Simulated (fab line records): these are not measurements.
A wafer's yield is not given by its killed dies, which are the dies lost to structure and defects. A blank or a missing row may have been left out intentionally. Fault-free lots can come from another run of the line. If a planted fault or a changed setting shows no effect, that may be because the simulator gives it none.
Problem report in the 8D (eight disciplines) form, filled by code    flow rit cmos    the parts of the form that need people (team, actions taken, sign-off) are left out

== 1. WHAT IS WRONG ==
NRETRO_TW at RIT_NRETRO_TW_MEAS_10 reads a mean of 228 on 9 wafers of 3 lots; wafers without a fault read 1059 with a standard deviation of 4.3. So: -99 or more standard deviations from the usual mean.
Earliest sighting: wafer L445.2 on film metro-03 at day 3 16:08. At this step, 45 wafers from 15 lots have a number in the record. The rule behind "out" and "out of limits": a value lying over 4 standard deviations away from the usual mean. Any other wafer with a number is counted as sound.

== 2. WHAT THIS IS AND IS NOT ==
question                     is                            is not
which readings at this step  NRETRO_TW                     -
which lots                   L445, L446, L450              L440, L441, L442, L444, L448, L453, L454, L458, L459, L460, L461, L462
which wafers of those lots   all that have a number        -
read on which gauges         film metro-03, film metro-04  film metro-02
when                         from day 3 16:08              up to then (12 sound wafers); but 24 sound wafers of L448, L453, L454, L458, L459, L460, L461, L462 came after

== 3. WHAT RULES OUT EACH SUSPECT ==
Counting: any tool at a process step up to the reading is kept as a suspect provided that every lot that is out went through it and no sound lot did after the first of them.
- the gauge at RIT_NRETRO_TW_MEAS_10: ruled out. Those wafers that are out were read across 2 gauges (film metro-03, film metro-04).
- litho track-02 at RIT_NRETRO_DEVELOP_05 (develop time 68 s): kept. Every lot that is out went through it, starting with L445 (day 3 15:00), and after that it ran no sound lot; the last sound lot it ran before then is L442 (day 2 21:00).
Left after counting: litho track-02 at RIT_NRETRO_DEVELOP_05.

== 4. THE CAUSE (what the simulator had put in) ==
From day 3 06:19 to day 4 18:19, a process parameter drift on litho track-02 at RIT_NRETRO_DEVELOP_05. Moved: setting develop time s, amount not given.
Counting left only this tool.

== 5. THE CHAIN OF EFFECTS, in route order ==
Each row: a reading whose mean over the struck wafers that have a number lies more than 3 standard deviations from the usual. Readings are gone through only where the record gives a usual standard deviation; hours: the median, over the lots, of the time from a lot's start at the first step in this table giving one to that lot's start at this step; sigmas: the change measured in usual standard deviations.
hours  step                   reading              usual  on struck wafers  change  sigmas
0      RIT_NRETRO_TW_MEAS_10  NRETRO_TW            1059   228               -831    -99 or more
31     RIT_M1_PROBE_99        killed at front end  7      264               +257    +83
31     RIT_M1_PROBE_99        killed dies          7      264               +257    +83
31     RIT_M1_PROBE_99        killed on rim        1.8    70.0              +68.2   +45
It contains these process steps:
- RIT_M1_PROBE_99

== 6. WHAT WOULD HAVE CAUGHT IT SOONER ==
10 hours passed between the start of the fault at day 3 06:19 and the first reading out of limits at a measuring or inspecting step in this record, taken at day 3 16:08.
Lots out: 3; of these, L446, L450 started RIT_NRETRO_DEVELOP_05 on litho track-02 after day 3 16:08. A hold on the tool at that time would have spared those 2.
